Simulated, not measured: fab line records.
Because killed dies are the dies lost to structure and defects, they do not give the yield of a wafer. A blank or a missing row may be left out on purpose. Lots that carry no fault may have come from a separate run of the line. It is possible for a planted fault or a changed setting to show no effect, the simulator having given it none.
fab line records	flow rit-cmos
record lots=14	wafers=42	last-day=7
route steps=202 shown SPACER@128 M1@202
lots with no fault: from the same line, run without faults
start-h: hours from the record's first day to the start of the lot's first wafer shown	wait-h: hours from the lot's prior step to this one	" repeats the value in the row above	L1.1+2: one row covering several wafers at once	- no value, or no start was given	* or withheld: withheld	< > ~ a bound
route shown NAME@n: NAME is a module with steps in the file, n the number in the route of the first one	usual: the fault-free wafers' mean and standard deviation	same: alike in all rows	chamber/n: place in a boat	sites: each site's reading	_std_site: how widely they spread, as a standard deviation	_edge_site: outer sites' mean less inner sites'	radius-mm: for every site, how far away it sits from the centre of the wafer	mask NAME#n: copy n	behind: tool/chamber where the wafer was last shaped	hold: cause of the lot's hold/its duration in hours/its outcome	device: the n, p or np transistor that did not switch	end of line: the same wafers' tests at the end of the route	for a step that has no rows: nothing shown but its recipe	killed: dies that structure and defects cost at the first sort, which is not the same as the wafer's yield	map: a wafer's dies, x killed, . not, _ none there
set.NAME: the setting that was run; set.NAME@STEP: the one run at that earlier step	model.NAME: the simulator's own value behind a step, which no gauge read
steps of the route over a sample of lots; a table a step, a row a wafer
services: a tool's chamber out of use, with start hour (start-h, from the record's first day; less than 0 if before it), hours out, and reason
## steps
# step RIT_SPACER_CVD_03
# recipe material=Si3N4	target-thk-nm=250	temp-c=810	precursor=SiH2Cl2/NH3	time-s=3300	pressure-mtorr=300	sih2cl2-flow-sccm=60	nh3-flow-sccm=150
# usual spike-tc-centre-C=811.7/1.2	zone-power-centre-pct=36/5.8
lot.wafer	tool	chamber	start-h	wait-h	spike-tc-centre-C	zone-power-centre-pct
L289.1	lpcvd-01	1	50.43	0.0	811.9	28
L289.4	"	1	"	"	810.6	28
L289.5	"	1	"	"	811.3	28
L290.1	lpcvd-01	1	53.47	0.0	812.4	28
L290.2	"	1	"	"	811.0	28
L290.5	"	1	"	"	810.9	28
L291.2	lpcvd-02	1	56.29	0.5	809.5	40
L291.3	"	1	"	"	811.9	40
L291.6	"	1	"	"	812.6	40
L292.1	lpcvd-02	1	64.36	0.1	809.0	41
L292.5	"	1	"	"	812.1	40
L292.6	"	1	"	"	810.2	40
L293.2	lpcvd-01	0	66.78	0.0	811.9	40
L293.4	"	0	"	"	812.0	41
L293.6	"	0	"	"	811.2	40
L296.3	lpcvd-02	0	81.63	0.0	813.0	40
L296.5	"	0	"	"	811.6	40
L296.6	"	0	"	"	812.6	40
L297.1	lpcvd-01	1	90.59	0.0	811.9	28
L297.2	"	1	"	"	813.4	28
L297.3	"	1	"	"	811.4	28
L299.4	lpcvd-02	0	99.68	0.0	812.7	40
L299.5	"	0	"	"	812.6	40
L299.6	"	0	"	"	813.6	40
L304.3	lpcvd-02	0	124.15	0.0	812.6	39
L304.4	"	0	"	"	814.1	40
L304.5	"	0	"	"	813.7	40
L306.2	lpcvd-01	1	135.21	0.0	811.8	28
L306.5	"	1	"	"	811.5	28
L306.6	"	1	"	"	813.1	28
L307.1	lpcvd-01	1	139.21	0.0	811.3	28
L307.3	"	1	"	"	812.6	28
L307.4	"	1	"	"	812.4	28
L309.1	lpcvd-01	1	151.40	0.0	811.6	28
L309.3	"	1	"	"	811.6	28
L309.5	"	1	"	"	812.1	28
L310.1	lpcvd-02	1	155.71	1.8	811.3	40
L310.4	"	1	"	"	811.5	40
L310.5	"	1	"	"	810.5	40
L312.2	lpcvd-01	1	165.04	0.0	810.4	28
L312.4	"	1	"	"	813.0	28
L312.6	"	1	"	"	811.9	28
# step RIT_SPACER_THK_MEAS_04
# recipe reads=Si3N4_of_SPACER_CVD_03
# usual SPACER_NITRIDE_THK=250.4/2.4
lot.wafer	tool	chamber	start-h	wait-h	SPACER_NITRIDE_THK[nm]
L289.1	film-metro-01	-	52.35	0.0	253.7
L289.4	"	-	"	"	252.3
L289.5	"	-	"	"	254.7
L290.1	film-metro-01	-	55.39	0.0	254.2
L290.2	"	-	"	"	252.1
L290.5	"	-	"	"	253.5
L291.2	film-metro-03	-	58.22	0.0	246.3
L291.3	"	-	"	"	246.1
L291.6	"	-	"	"	247.5
L292.1	film-metro-01	-	66.28	0.0	253.5
L292.5	"	-	"	"	250.7
L292.6	"	-	"	"	250.9
L293.2	film-metro-02	-	68.71	0.0	248.3
L293.4	"	-	"	"	248.8
L293.6	"	-	"	"	247.6
L296.3	film-metro-01	-	83.56	0.0	252.3
L296.5	"	-	"	"	252.4
L296.6	"	-	"	"	250.4
L297.1	film-metro-01	-	93.47	0.0	253.7
L297.2	"	-	"	"	247.9
L297.3	"	-	"	"	252.8
L299.4	film-metro-03	-	101.63	0.0	192.5
L299.5	"	-	"	"	192.2
L299.6	"	-	"	"	193.2
L304.3	film-metro-02	-	126.09	0.0	190.6
L304.4	"	-	"	"	191.2
L304.5	"	-	"	"	189.9
L306.2	film-metro-02	-	137.13	0.0	251.7
L306.5	"	-	"	"	249.8
L306.6	"	-	"	"	248.9
L307.1	film-metro-03	-	141.12	0.0	250.0
L307.3	"	-	"	"	249.3
L307.4	"	-	"	"	250.8
L309.1	film-metro-02	-	153.31	0.0	249.7
L309.3	"	-	"	"	250.6
L309.5	"	-	"	"	249.9
L310.1	film-metro-01	-	158.58	0.0	246.9
L310.4	"	-	"	"	248.2
L310.5	"	-	"	"	247.5
L312.2	film-metro-01	-	167.92	0.0	250.9
L312.4	"	-	"	"	252.4
L312.6	"	-	"	"	251.6
# step RIT_SPACER_ETCHBACK_05
# recipe target-depth-a=2500	SF6_flow_sccm=30	CHF3_flow_sccm=30	target=Si3N4	chemistry=SF6/CHF3	pressure-mtorr=40	rf-w=250	time-s=240	stop-on=SiO2
# usual drypump-motor-current-A=5.6/0.56	oes-product-au=0.841/0.012	throttle-valve-pct=10.27/0.16
lot.wafer	tool	chamber	start-h	wait-h	drypump-motor-current-A	oes-product-au	rf-hours-counter-h	throttle-valve-pct
L289.1	rie-diel-03	2	52.41	0.1	5.8	0.856	89	10.11
L289.4	"	0	"	"	5.7	0.871	49	10.35
L289.5	"	0	"	"	5.7	0.871	-	10.35
L290.1	rie-diel-02	1	55.45	0.1	4.7	0.847	151	10.22
L290.2	"	3	"	"	5.9	0.833	26	10.46
L290.5	"	1	"	"	4.7	0.848	-	10.22
L291.2	rie-diel-03	2	58.27	0.0	5.7	0.832	89	10.10
L291.3	"	3	"	"	5.8	0.825	13	10.14
L291.6	"	1	"	"	6.0	0.824	-	10.00
L292.1	rie-diel-04	3	66.34	0.1	6.8	0.851	141	10.31
L292.5	"	1	"	"	5.6	0.843	-	10.25
L292.6	"	0	"	"	5.7	0.842	-	10.52
L293.2	rie-diel-03	3	68.76	0.0	5.8	0.831	14	10.14
L293.4	"	2	"	"	5.7	0.831	89	10.10
L293.6	"	3	"	"	5.8	0.831	-	10.16
L296.3	rie-diel-04	0	83.60	0.0	5.7	0.840	8	10.54
L296.5	"	0	"	"	5.7	0.842	-	10.55
L296.6	"	1	"	"	5.6	0.853	-	10.24
L297.1	rie-diel-03	0	93.53	0.1	5.7	0.870	49	10.35
L297.2	"	2	"	"	5.7	0.843	90	10.11
L297.3	"	1	"	"	6.0	0.839	123	10.02
L299.4	rie-diel-04	3	101.66	0.0	6.7	0.703	142	10.24
L299.5	"	3	"	"	6.8	0.695	-	10.25
L299.6	"	2	"	"	4.6	0.692	-	10.00
L304.3	rie-diel-02	0	126.13	0.0	5.1	0.695	93	10.12
L304.4	"	2	"	"	5.9	0.704	64	10.35
L304.5	"	0	"	"	5.1	0.687	-	10.11
L306.2	rie-diel-04	1	137.18	0.0	5.6	0.840	123	10.24
L306.5	"	0	"	"	5.7	0.845	-	10.54
L306.6	"	1	"	"	5.6	0.836	-	10.24
L307.1	rie-diel-02	0	141.18	0.1	5.1	0.824	93	10.17
L307.3	"	3	"	"	5.9	0.827	28	10.46
L307.4	"	2	"	"	5.9	0.850	-	10.40
L309.1	rie-diel-02	0	153.37	0.1	5.1	0.829	93	10.17
L309.3	"	2	"	"	5.9	0.845	65	10.41
L309.5	"	2	"	"	5.9	0.848	-	10.41
L310.1	rie-diel-04	1	158.64	0.1	5.6	0.829	124	10.23
L310.4	"	2	"	"	4.6	0.835	105	10.04
L310.5	"	1	"	"	5.6	0.839	-	10.23
L312.2	rie-diel-04	1	167.97	0.0	5.5	0.844	124	10.25
L312.4	"	2	"	"	4.6	0.835	105	10.04
L312.6	"	1	"	"	5.5	0.841	-	10.25
# step RIT_M1_PROBE_99
# usual killed-at-contacts=0.1/0.23	killed-at-front-end=6.7/2.7	killed-dies=6.7/2.7	killed-on-rim=1.8/1.2	killed-open=3.2/1.8	killed-short=3.5/1.9
# same gross-dies=264	killed_at_M0_to_M3=0	killed_at_M4_up=0	killed-at-back-side=0	killed-at-other=0
lot.wafer	tool	chamber	start-h	wait-h	killed-at-contacts	killed-at-front-end	killed-dies	killed-on-rim	killed-open	killed-short
L299.4	prober-02	-	112.90	0.2	0	27	27	23	5	3
L299.5	prober-02	-	112.95	0.2	0	19	19	16	2	3
L299.6	prober-02	-	113.00	0.2	0	21	21	17	2	4
L304.3	prober-01	-	137.67	0.2	0	17	17	12	4	3
L304.4	prober-01	-	137.72	0.2	0	26	26	20	4	4
L304.5	prober-01	-	137.77	0.2	0	26	26	18	2	8
# killed by level:class
L299.4 SPACER:area-cvd=19 GATE:geometric-particle:short=2 GATE:geometric-particle:open=2 SILICIDE:geometric-particle:open=2 FOX1:geometric-particle:short=1 SPACER:geometric-particle:open=1
L299.5 SPACER:area-cvd=14 GATE:geometric-particle:short=2 SPACER:geometric-particle:open=2 FOX1:geometric-particle:short=1
L299.6 SPACER:area-cvd=15 SPACER:geometric-particle:short=2 FOX2:geometric-particle:short=1 GATE:geometric-particle:open=1 SILICIDE:geometric-particle:open=1 SILICIDE:geometric-particle:short=1
L304.3 SPACER:area-cvd=10 GATE:geometric-particle:open=3 GATE:geometric-particle:short=3 SILICIDE:geometric-particle:open=1
L304.4 SPACER:area-cvd=18 GATE:geometric-particle:open=3 GATE:geometric-particle:short=2 FOX2:geometric-particle:open=1 REOX:geometric-particle:short=1 SPACER:geometric-particle:short=1
L304.5 SPACER:area-cvd=16 FOX2:geometric-particle:short=3 FOX1:geometric-particle:short=2 FOX1:geometric-particle:open=2 GATE:geometric-particle:short=2 REOX:geometric-particle:short=1
## services
tool	chamber	start-h	hours	kind
lpcvd-01	-	44.17	0.4	repair
rie-diel-04	3	67.73	3.4	repair
rie-diel-03	0	71.79	4.9	repair
lpcvd-02	-	104.20	14.6	pm
rie-diel-03	1	123.37	3.4	repair
rie-diel-02	1	133.62	-	clean
rie-diel-02	1	133.62	19.7	scheduled-down
rie-diel-02	1	133.62	19.7	vent-cycle
lpcvd-01	-	153.47	1.5	repair
rie-diel-03	-	155.37	14.6	pm
## key
first-sign step=RIT_SPACER_THK_MEAS_04	reading=SPACER_NITRIDE_THK	direction=down	sigmas=25	usual=250.4	struck=191.6
effect step=RIT_SPACER_ETCHBACK_05	reading=oes-product-au	direction=down	sigmas=12	usual=0.841	struck=0.696
effect step=RIT_M1_PROBE_99	reading=killed-at-front-end	direction=up	sigmas=6	usual=6.7	struck=22.7
more-kills-born-at RIT_SPACER_CVD_03@lpcvd-02=92
met-at RIT_SPACER_CVD_03
struck-lots L299,L304
struck-wafers L299.4,L299.5,L299.6,L304.3,L304.4,L304.5
tester-left-out L299,L304
onset-between 81.63 99.68
fault kind=site-profile-drift	tool=lpcvd-02	chamber=0	onset-h=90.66	steps=RIT_SPACER_CVD_03	basis=fraction	max-abs-drift=0.52797	slope-share-per-hr=117.33	site-pattern=0,0,0,0,0,-1,-1,-1,-1
# tester-left-out: of these lots the tester's yield and bins aren't shown, on N5 and GAA mostly nor the transistor test; their killed dies are dies lost to structure and defects alone, not to doping, threshold or leakage, so they don't give the yield
